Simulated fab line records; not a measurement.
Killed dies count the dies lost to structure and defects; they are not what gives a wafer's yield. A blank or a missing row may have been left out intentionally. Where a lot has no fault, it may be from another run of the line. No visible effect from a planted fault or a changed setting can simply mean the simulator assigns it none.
What tool caused it? ; flow berkeley_cmos170 ; Sampling: 14 lots, 42 wafers, 3 of 331 route steps

## WHAT THE GAUGES READ, wafer by wafer
UCB170_V2_THK_MEAS_04. Usual: for V2_POLISHED_THK the level is 1000.7 nm and the standard deviation is 1.1.
lot;measured;on;V2_POLISHED_THK (nm);flag
L435;day 9 06:02;film_metro-04;1002.0 1001.0 999.9;
L436;day 9 06:58;film_metro-04;1001.2 1000.7 998.0;
L437;day 9 07:14;film_metro-04;1001.9 1001.0 1001.1;
L438;day 9 05:09;film_metro-04;999.8 999.4 999.7;
L440;day 9 13:48;film_metro-02;999.6 999.3 1001.1;
L443;day 9 22:00;film_metro-02;1001.8 1001.1 1000.1;
L444;day 10 10:15;film_metro-01;1000.0 1001.1 1001.0;
L450;day 11 03:15;film_metro-02;1000.2 1000.1 1000.0;
L452;day 12 04:30;film_metro-02;1000.9 1001.1 1000.4;
L453;day 12 06:56;film_metro-01;1001.8 1000.2 999.9;
L454;day 12 07:14;film_metro-01;1000.0 1001.7 999.2;
L455;day 12 05:46;film_metro-01;1001.6 1002.5 1001.8;
L456;day 12 23:53;film_metro-01;1002.2 1004.3 1002.4;
L457;day 13 00:29;film_metro-01;998.9 1002.0 999.7;

## WHICH TOOL RAN EACH LOT (tool, then ch and the chambers of the sampled wafers, then the start)
lot;UCB170_FIELD_WET_ETCH_05;UCB170_M2_ETCH_17
L435;wet_bench-04 ch 0, day 6 03:30;rie_diel-03 ch 0,2,3, day 9 04:56
L436;wet_bench-04 ch 2, day 6 03:30;rie_diel-01 ch 0,1, day 9 05:52
L437;wet_bench-04 ch 3, day 6 03:30;rie_diel-03 ch 0,2,3, day 9 06:09
L438;wet_bench-04 ch 0, day 6 03:30;rie_diel-02 ch 1,3, day 9 04:04
L440;wet_bench-04 ch 3, day 6 10:05;rie_diel-02 ch 0,2,3, day 9 12:43
L443;wet_bench-04 ch 0, day 7 02:03;rie_diel-02 ch 0,2,3, day 9 20:55
L444;wet_bench-04 ch 3, day 7 09:09;rie_diel-01 ch 0,2,3, day 10 09:10
L450;wet_bench-04 ch 2, day 8 02:52;rie_diel-01 ch 0,2, day 11 02:10
L452;wet_bench-04 ch 2, day 9 03:24;rie_diel-03 ch 1,2,3, day 12 03:13
L453;wet_bench-04 ch 2, day 9 03:24;rie_diel-02 ch 0,1,3, day 12 05:49
L454;wet_bench-03 ch 3, day 9 08:32;rie_diel-03 ch 0,2,3, day 12 05:44
L455;wet_bench-03 ch 2, day 9 08:32;rie_diel-02 ch 0,3, day 12 04:40
L456;wet_bench-04 ch 0, day 9 20:10;rie_diel-01 ch 1,2,3, day 12 22:47
L457;wet_bench-04 ch 3, day 9 20:10;rie_diel-03 ch 0,1,3, day 12 23:23
- UCB170_FIELD_WET_ETCH_05: etches Si3N4 in H3PO4, time 12600 s.
- UCB170_M2_ETCH_17: etches BARC in N2/H2.

## WHAT THE TOOLS THEMSELVES READ (means of the sampled wafers that have a number; where no wafer has one, the mark that the record gives instead)
UCB170_FIELD_WET_ETCH_05. Usual: run_length_s 12626 s, standard deviation 1.7.
lot;tool;run_length_s (s);flag
L435;wet_bench-04;12625;
L436;wet_bench-04;12625;
L437;wet_bench-04;12626;
L438;wet_bench-04;12625;
L440;wet_bench-04;12626;
L443;wet_bench-04;12625;
L444;wet_bench-04;12627;
L450;wet_bench-04;12625;
L452;wet_bench-04;20185;OFF
L453;wet_bench-04;20186;OFF
L454;wet_bench-03;12624;
L455;wet_bench-03;12627;
L456;wet_bench-04;12627;
L457;wet_bench-04;12627;

UCB170_M2_ETCH_17. Usual: chamber_pressure_mTorr 30.004 mTorr, standard deviation 0.025; drypump_motor_current_A 5.8 A, standard deviation 0.44; oes_product_au 1.007 a.u., standard deviation 0.021; throttle_valve_pct 13.30 %, standard deviation 0.16.
lot;tool;chamber_pressure_mTorr (mTorr);drypump_motor_current_A (A);oes_product_au (a.u.);throttle_valve_pct (%);flag
L435;rie_diel-03;30.040;5.9;0.995;13.33;
L436;rie_diel-01;30.001;5.3;1.029;13.28;
L437;rie_diel-03;30.000;5.9;1.005;13.33;
L438;rie_diel-02;30.002;5.7;1.002;13.37;
L440;rie_diel-02;30.004;6.0;1.008;13.26;
L443;rie_diel-02;30.000;6.0;1.007;13.26;
L444;rie_diel-01;29.980;6.1;1.010;13.17;
L450;rie_diel-01;29.999;5.7;1.014;13.01;
L452;rie_diel-03;30.025;5.9;0.981;13.42;
L453;rie_diel-02;29.991;5.5;0.991;13.31;
L454;rie_diel-03;30.017;5.9;0.998;13.36;
L455;rie_diel-02;29.989;5.9;0.995;13.25;
L456;rie_diel-01;30.020;6.0;1.022;13.33;
L457;rie_diel-03;29.987;5.9;0.986;13.35;

## THE ANSWER, worked out from the rows above alone
Rule: a lot is off if the mean of its wafers that have a number lies more than 3 standard deviations from the usual mean. A lot without any number at a reading at which 4 lots or more have one is off too. Where the step has rows for the other lots, those lots are counted as sound. After the gauges, taken in route order, come the tools' own readings; for these a lot's mean is taken, as printed above. At the first step where some lot is off, the reading lying furthest off is the one used; lots without a number count as furthest.
Off at UCB170_FIELD_WET_ETCH_05 (run_length_s): L452, L453.
A tool fits if, at that step or a process step before it, it ran every lot that is off, and no sound lot after the first of them. Of those tried, none fits.

## WHAT HAD BEEN PUT IN BY THE SIMULATOR
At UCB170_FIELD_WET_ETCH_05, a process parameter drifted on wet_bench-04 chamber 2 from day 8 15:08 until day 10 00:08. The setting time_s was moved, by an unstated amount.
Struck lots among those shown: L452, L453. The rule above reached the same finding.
